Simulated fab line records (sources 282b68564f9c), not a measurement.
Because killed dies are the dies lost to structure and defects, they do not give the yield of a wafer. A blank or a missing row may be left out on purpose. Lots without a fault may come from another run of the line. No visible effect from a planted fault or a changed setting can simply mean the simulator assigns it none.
Which tool did it?	flow rit-cmos	42 wafers sampled from 14 lots at 1 step of a route of 202

WHAT THE GAUGES SHOWED, per wafer
RIT_PSD_TW_MEAS_10. Usual: PSD_TW gives 3430 (standard deviation 20).
lot	measured	on	PSD_TW	flag
L322	day 3 06:13	film-metro-01	3423 3409 3428	
L323	day 3 11:50	film-metro-01	3408 3446 3431	
L325	day 3 21:10	film-metro-01	3416 3425 3421	
L326	day 4 04:23	film-metro-03	3417 3423 3443	
L327	day 4 09:20	film-metro-02	3431 3432 3441	
L328	day 4 14:45	film-metro-02	3447 3432 3443	
L331	day 5 06:43	film-metro-01	3408 3395 3399	
L332	day 5 09:14	film-metro-03	3423 3421 3427	
L333	day 5 14:22	film-metro-02	3444 3474 3453	
L334	day 5 19:05	film-metro-02	3465 3452 3453	
L335	day 5 23:44	film-metro-01	3407 3397 3395	
L337	day 6 11:25	film-metro-01	3433 3416 3426	
L338	day 6 15:01	film-metro-02	3449 3434 3433	
L342	day 7 10:25	film-metro-01	3421 3410 3406	

EACH LOT AND THE TOOL THAT RAN IT (in order: tool; ch and the chambers of the sampled wafers; start)
Before these readings, the record contains no process step.

AS READ BY THE TOOLS THEMSELVES (means over the sampled wafers that have a number; for cases with no such wafer, the mark the record gives instead)
The record holds no such reading with a usual standard deviation.

THE ANSWER, worked out from the rows above alone
Rule: lot off if the mean of its wafers having a number is beyond 3 standard deviations from the usual mean. A lot without any number at a reading at which 4 lots or more have one is off too. The other lots that the step has rows for count as sound. The gauges are gone through in route order, then the tools' own readings, and for those a lot's mean is taken as printed above. The first step at which some lot is off is used, and at that step the reading that is off furthest; a lot without a number counts as furthest.
No lot is off at any reading shown: from this, nothing can be told.

WHAT THE SIMULATOR PUT IN
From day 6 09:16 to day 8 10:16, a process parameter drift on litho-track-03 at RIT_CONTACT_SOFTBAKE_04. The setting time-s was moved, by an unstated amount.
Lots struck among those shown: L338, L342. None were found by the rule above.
